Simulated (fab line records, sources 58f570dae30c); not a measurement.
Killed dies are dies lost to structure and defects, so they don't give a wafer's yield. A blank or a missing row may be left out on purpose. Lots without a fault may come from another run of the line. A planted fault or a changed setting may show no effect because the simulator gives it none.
Which tool did it? | flow berkeley_cmos170 | 14 lots, 42 wafers sampled, at 5 steps of a route of 331

WHAT THE GAUGES READ, wafer by wafer
UCB170_START_BOW_MEAS_00. Usual: INCOMING_BOW 0 um, standard deviation 6.6.
lot  | measured    | on            | INCOMING_BOW (um) | flag
L544 | day 1 10:00 | film_metro-01 | -4 4 1            |
L546 | day 1 20:00 | film_metro-01 | 9 3 1             |
L547 | day 2 01:01 | film_metro-04 | 3 -1 0            |
L549 | day 2 11:00 | film_metro-04 | -10 8 -3          |
L550 | day 2 16:00 | film_metro-01 | -5 -3 2           |
L551 | day 2 21:01 | film_metro-04 | 7 10 -10          |
L553 | day 3 07:04 | film_metro-01 | -13 -4 17         |
L554 | day 3 12:00 | film_metro-04 | -6 -4 4           |
L558 | day 4 08:00 | film_metro-04 | 7 5 -4            |
L560 | day 4 18:02 | film_metro-03 | 9 9 0             |
L561 | day 4 23:02 | film_metro-03 | -1 -1 -7          |
L562 | day 5 04:03 | film_metro-04 | -3 -4 5           |
L566 | day 6 00:01 | film_metro-01 | 4 2 -4            |
L567 | day 6 05:00 | film_metro-04 | 0 2 8             |

UCB170_NWELL_THK_MEAS_05. Usual: NWELL_NITRIDE_THK 222.9 nm, standard deviation 2.
lot  | measured    | on            | NWELL_NITRIDE_THK (nm) | flag
L544 | day 2 14:08 | film_metro-02 | 220.2 220.9 221.5      |
L546 | day 3 00:10 | film_metro-04 | 225.1 222.9 225.6      |
L547 | day 3 00:08 | film_metro-01 | 221.9 221.5 220.7      |
L549 | day 3 16:42 | film_metro-01 | 224.5 224.7 223.2      |
L550 | day 3 16:42 | film_metro-02 | 223.4 224.4 223.5      |
L551 | day 3 23:02 | film_metro-01 | 225.3 225.3 225.2      |
L553 | day 4 07:43 | film_metro-04 | 223.3 224.3 224.9      |
L554 | day 4 07:41 | film_metro-01 | 221.2 219.6 221.8      |
L558 | day 5 08:41 | film_metro-02 | 223.8 226.0 226.1      |
L560 | day 5 21:23 | film_metro-04 | 223.0 222.6 221.7      |
L561 | day 6 02:48 | film_metro-04 | 222.1 221.0 222.5      |
L562 | day 6 08:07 | film_metro-01 | 224.8 225.7 226.5      |
L566 | day 7 05:14 | film_metro-04 | 224.9 222.6 224.6      |
L567 | day 7 05:13 | film_metro-01 | 221.1 221.3 220.9      |

UCB170_V2_THK_MEAS_01. Usual: V2_TEOS_THK 2004 nm, standard deviation 27.
lot  | measured     | on            | V2_TEOS_THK (nm) | flag
L544 | day 8 11:03  | film_metro-02 | 1948 1977 2020   |
L546 | day 9 06:28  | film_metro-04 | 1963 1994 2005   |
L547 | day 9 06:35  | film_metro-02 | 1968 1988 2021   |
L549 | day 9 19:39  | film_metro-02 | 1978 2010 1993   |
L550 | day 9 21:46  | film_metro-02 | 1984 1989 2027   |
L551 | day 9 20:37  | film_metro-04 | 1984 2017 1995   |
L553 | day 10 17:28 | film_metro-04 | 1995 2052 2002   |
L554 | day 10 17:05 | film_metro-03 | 2032 1994 2030   |
L558 | day 11 15:28 | film_metro-04 | 1965 1947 2595   | OFF
L560 | day 12 08:06 | film_metro-02 | 1984 2021 2057   |
L561 | day 12 08:27 | film_metro-02 | 2576 2002 2027   | OFF
L562 | day 12 23:07 | film_metro-03 | 1969 2030 2006   |
L566 | day 12 23:26 | film_metro-04 | 1989 1995 2009   |
L567 | day 13 01:14 | film_metro-04 | 1980 1997 2021   |

WHICH TOOL RAN EACH LOT (tool, then ch and the chambers of the sampled wafers, then the start)
lot  | UCB170_NWELL_STRIP_15               | UCB170_V2_CVD_00
L544 | plasma_asher-02 ch 0,1, day 2 15:27 | pecvd-03 ch 1,2, day 8 10:54
L546 | plasma_asher-04 ch 0,1, day 3 02:11 | pecvd-03 ch 1,2, day 9 06:19
L547 | plasma_asher-03 ch 0,1, day 3 01:47 | pecvd-01 ch 1,2, day 9 06:25
L549 | plasma_asher-03 ch 0,1, day 3 18:41 | pecvd-01 ch 0,1,2, day 9 19:29
L550 | plasma_asher-04 ch 0,1, day 3 18:58 | pecvd-03 ch 1,2, day 9 21:36
L551 | plasma_asher-04 ch 0,1, day 4 00:29 | pecvd-04 ch 0,1, day 9 20:28
L553 | plasma_asher-03 ch 0,1, day 4 09:59 | pecvd-04 ch 0,1,2, day 10 17:22
L554 | plasma_asher-04 ch 0, day 4 09:52   | pecvd-03 ch 0,1,2, day 10 16:56
L558 | plasma_asher-02 ch 0,1, day 5 10:44 | pecvd-03 ch 0,1,2, day 11 15:19
L560 | plasma_asher-04 ch 0,1, day 5 22:43 | pecvd-01 ch 0,1, day 12 07:55
L561 | plasma_asher-02 ch 0,1, day 6 04:14 | pecvd-03 ch 0,1,2, day 12 08:17
L562 | plasma_asher-02 ch 0, day 6 09:25   | pecvd-04 ch 0,1, day 12 22:57
L566 | plasma_asher-03 ch 1, day 7 06:53   | pecvd-01 ch 0,2, day 12 23:17
L567 | plasma_asher-03 ch 0,1, day 7 06:25 | pecvd-04 ch 1,2, day 13 01:05
- UCB170_NWELL_STRIP_15: strips in O2.
- UCB170_V2_CVD_00: deposits SiO2 from TEOS/O2, target thk 2000 nm, time 250 s.

WHAT THE TOOLS THEMSELVES READ (means of the sampled wafers that have a number; where no wafer has one, the mark that the record gives instead)
UCB170_NWELL_STRIP_15. Usual: drypump_motor_current_A 5.8 A, standard deviation 0.32; oes_product_au 0.721 a.u., standard deviation 0.0042; strip_time_to_endpoint_s 17.96 s, standard deviation 0.1.
lot  | tool            | drypump_motor_current_A (A) | oes_product_au (a.u.) | strip_time_to_endpoint_s (s) | flag
L544 | plasma_asher-02 | 5.9                         | 0.715                 | 17.87                        |
L546 | plasma_asher-04 | 5.7                         | 0.721                 | 17.94                        |
L547 | plasma_asher-03 | 6.0                         | 0.721                 | 17.77                        |
L549 | plasma_asher-03 | 6.0                         | 0.721                 | 18.03                        |
L550 | plasma_asher-04 | 5.5                         | 0.719                 | 18.12                        |
L551 | plasma_asher-04 | 5.8                         | 0.723                 | 17.97                        |
L553 | plasma_asher-03 | 6.0                         | 0.721                 | 17.94                        |
L554 | plasma_asher-04 | 6.0                         | 0.719                 | 18.00                        |
L558 | plasma_asher-02 | 5.9                         | 0.720                 | 18.06                        |
L560 | plasma_asher-04 | 5.7                         | 0.723                 | 17.95                        |
L561 | plasma_asher-02 | 5.9                         | 0.726                 | 17.94                        |
L562 | plasma_asher-02 | 5.5                         | 0.720                 | 18.00                        |
L566 | plasma_asher-03 | 6.1                         | 0.722                 | 18.02                        |
L567 | plasma_asher-03 | 5.9                         | 0.720                 | 18.03                        |

UCB170_V2_CVD_00. Usual: heater_power_w 283 W, standard deviation 66.
lot  | tool     | heater_power_w (W) | flag
L544 | pecvd-03 | 312                |
L546 | pecvd-03 | 297                |
L547 | pecvd-01 | 278                |
L549 | pecvd-01 | 292                |
L550 | pecvd-03 | 270                |
L551 | pecvd-04 | 359                |
L553 | pecvd-04 | 264                |
L554 | pecvd-03 | 258                |
L558 | pecvd-03 | 315                |
L560 | pecvd-01 | 289                |
L561 | pecvd-03 | 222                |
L562 | pecvd-04 | 277                |
L566 | pecvd-01 | 294                |
L567 | pecvd-04 | 170                |

THE ANSWER, worked out from the rows above alone
Rule: a lot is off if the mean of its wafers that have a number lies more than 3 standard deviations from the usual mean. A lot without any number at a reading at which 4 lots or more have one is off too. The other lots that the step has rows for count as sound. The gauges are gone through in route order, then the tools' own readings, and for those a lot's mean is taken as printed above. The first step at which some lot is off is used, and at that step the reading that is off furthest; a lot without a number counts as furthest.
Off: L558, L561, at UCB170_V2_THK_MEAS_01 (V2_TEOS_THK).
A tool fits if, at a process step before that reading, it ran every lot that is off, and no sound lot after the first of them. The gauges at UCB170_V2_THK_MEAS_01 are tried like those tools. One fits: pecvd-03 at UCB170_V2_CVD_00. Its last sound lot is L554 (day 10 16:56), its first lot that is off L558 (day 11 15:19): a fault that began between those two fits.

WHAT THE SIMULATOR HAD PUT IN
Process parameter drift: pecvd-03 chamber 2, from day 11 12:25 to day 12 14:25, at UCB170_V2_CVD_00. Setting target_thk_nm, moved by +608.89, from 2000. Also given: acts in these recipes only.
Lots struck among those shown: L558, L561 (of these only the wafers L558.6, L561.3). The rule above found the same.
